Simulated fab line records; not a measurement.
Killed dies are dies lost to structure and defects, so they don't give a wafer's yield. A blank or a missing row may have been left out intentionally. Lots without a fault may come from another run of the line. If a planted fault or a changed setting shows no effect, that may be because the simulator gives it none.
A lot that was struck, set against a sound lot -- flow berkeley cmos170 -- 19 steps out of a route of 331
Sound: wafers L854.3, L854.4, L854.5. Wafers struck: L852.1, L852.4, L852.6. Last of all comes the cause.
Order at every step that has rows: each side's tool, ch and its chambers, its first start. Under that, the readings that differ: sound wafers -- struck wafers -- difference of the means -- sigmas: that difference in standard deviations of wafers without a fault.
alike: words and numbers the same on both sides, and readings whose means are apart by under 2 such deviations; not compared: readings that were withheld, readings missing a value for some wafer, numbers with overlapping values and no deviation given by the record, and bounds like >300 which may hide the same value.
A row with sigmas, a row that says differs or no value, or rows on one side alone: a step with any of these is where the two part. Non-overlapping numbers with no deviation appear without sigmas and do not part them. Lack of a reading on every wafer of one side parts them only where that side has two or more wafers.

first, 5 steps without rows for these wafers: UCB170_PSD_COAT_01 (resist thk 900 nm); UCB170_PSD_SOFTBAKE_02 (time 60 s); UCB170_PSD_EXPOSE_03 (exposes mask PSELECT MOD, target cd 1200 nm); UCB170_PSD_PEB_04; UCB170_PSD_DEVELOP_05 (develop time 45 s).
UCB170_PSD_CD_MEAS_06: the cd target is 1200 nm.
  sound on cd sem-01, day 11 13:06; struck on cd sem-01, day 11 05:26
  alike: cd nm
UCB170_PSD_OVL_MEAS_07:
  sound on overlay-01, day 11 13:12; struck on overlay-01, day 11 05:34
  alike: PSD_OVL
then, 1 step without rows for these wafers: UCB170_PSD_IMPLANT_08.
UCB170_PSD_STRIP_09: strips in O2.
  sound on plasma asher-02 ch 0,1, day 11 13:24; struck on plasma asher-03 ch 1, day 11 05:45
  alike: drypump motor current A, oes product au, strip time to endpoint s
  not compared: rf hours counter h
UCB170_PSD_TW_MEAS_10:
  sound on film metro-01, day 11 13:29; struck on film metro-01, day 11 05:51
  alike: PSD_TW
then, 2 steps without rows for these wafers: UCB170_PSD_CLEAN_11 (cleans in SPM, time 600 s); UCB170_NSD_HMDS_00 (prime time 60 s).
UCB170_NSD_COAT_01: resist thk 900 nm.
  struck on litho track-01, day 11 06:17; sound on litho track-01 ch 0, day 11 14:09
  no value came back on the struck wafers for chill plate temp C (C), dispense pressure kPa (kPa), spin speed rpm (rpm); on the sound wafers chill plate temp C (C) reads 22.93 22.96 23.00
then, 4 steps without rows for these wafers: UCB170_NSD_SOFTBAKE_02 (time 60 s); UCB170_NSD_EXPOSE_03 (exposes mask NSELECT MOD, target cd 1200 nm); UCB170_NSD_PEB_04; UCB170_NSD_DEVELOP_05 (develop time 45 s).
UCB170_NSD_CD_MEAS_06: the cd target is 1200 nm.
  sound on cd sem-01, day 11 15:25; struck on cd sem-02, day 11 07:06
reading,sound,struck,difference,sigmas
cd nm (nm),1200.5 1200.8 1201.3,- - -,no value on the struck wafers,
UCB170_NSD_OVL_MEAS_07:
  sound on overlay-01, day 11 15:30; struck on overlay-01, day 11 07:15
reading,sound,struck,difference,sigmas
NSD_OVL (nm),4 -5 0,- - -,no value on the struck wafers,

WHERE THEY PART
At UCB170_NSD_COAT_01 first; at UCB170_NSD_OVL_MEAS_07 last (within this record only).

WHY: the cause the simulator had injected
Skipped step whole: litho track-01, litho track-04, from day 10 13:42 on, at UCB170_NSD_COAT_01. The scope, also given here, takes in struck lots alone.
